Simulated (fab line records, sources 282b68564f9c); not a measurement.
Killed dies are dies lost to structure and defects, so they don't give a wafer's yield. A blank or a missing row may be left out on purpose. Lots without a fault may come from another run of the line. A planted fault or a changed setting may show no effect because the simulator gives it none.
Problem report in the 8D (eight disciplines) form, filled by code | flow rit_cmos | the parts of the form that need people (team, actions taken, sign-off) are left out

1. THE PROBLEM
heater_power_total_W at RIT_PLDD_SOFTBAKE_02 reads a mean of 33.52 W on 6 wafers of 2 lots; wafers without a fault read 34.56 W with a standard deviation of 0.048. That is -22 standard deviations from the usual mean.
The step: time 60 s.
First seen on wafer L417.4, day 5 01:06, on litho_track-03. The record holds 36 wafers of 12 lots with a number at this step. Rule for "out", or "out of limits": more than 4 standard deviations from the usual mean. The other wafers with a number count as sound.

2. WHAT IT IS AND WHAT IT IS NOT
question                    | is                                 | is not
which readings at this step | heater_power_total_W, plate_temp_C | -
which lots                  | L417, L419                         | L407, L420, L422, L423, L424, L425, L426, L427, L428, L430
which wafers of those lots  | all that have a number             | -
read on which tools         | litho_track-03                     | litho_track-01, litho_track-04
when                        | from day 5 01:06                   | up to then (3 sound wafers); but 27 sound wafers of L420, L422, L423, L424, L425, L426, L427, L428, L430 came after

3. SUSPECTS, AND WHAT RULES EACH OUT
Counting: a tool at a process step up to the reading stays a suspect if it ran every lot that is out and no sound lot after the first of them.
- litho_track-03 at RIT_PLDD_SOFTBAKE_02 (time 60 s): kept. It ran every lot that is out, first L417 (day 5 01:06), and no sound lot after that. Its own readings are out on those wafers: heater_power_total_W, plate_temp_C.
Left after counting: litho_track-03 at RIT_PLDD_SOFTBAKE_02.

4. THE CAUSE (what the simulator had put in)
Process parameter drift: litho_track-03, from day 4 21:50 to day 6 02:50, at RIT_PLDD_SOFTBAKE_02. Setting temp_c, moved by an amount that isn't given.
Counting left only this tool.

5. THE CHAIN OF EFFECTS, in route order
Each row: a reading whose mean over the struck wafers that have a number lies more than 3 standard deviations from the usual. Only readings for which the record gives a usual standard deviation are gone through. hours: the time from each lot's start at the first step in this table that gives one to its start at this step, as a median over the lots. sigmas: the change in usual standard deviations.
hours | step                 | reading              | usual   | on struck wafers | change | sigmas
0     | RIT_PLDD_SOFTBAKE_02 | heater_power_total_W | 34.56 W | 33.52            | -1.04  | -22
0     | RIT_PLDD_SOFTBAKE_02 | plate_temp_C         | 90.02 C | 88.00            | -2.02  | -20
The process steps in it:
- RIT_PLDD_SOFTBAKE_02: time 60 s.

6. WHAT WOULD HAVE CAUGHT IT SOONER
In this record the first reading out of limits was taken at day 5 01:06, 3 hours after the fault began at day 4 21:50.
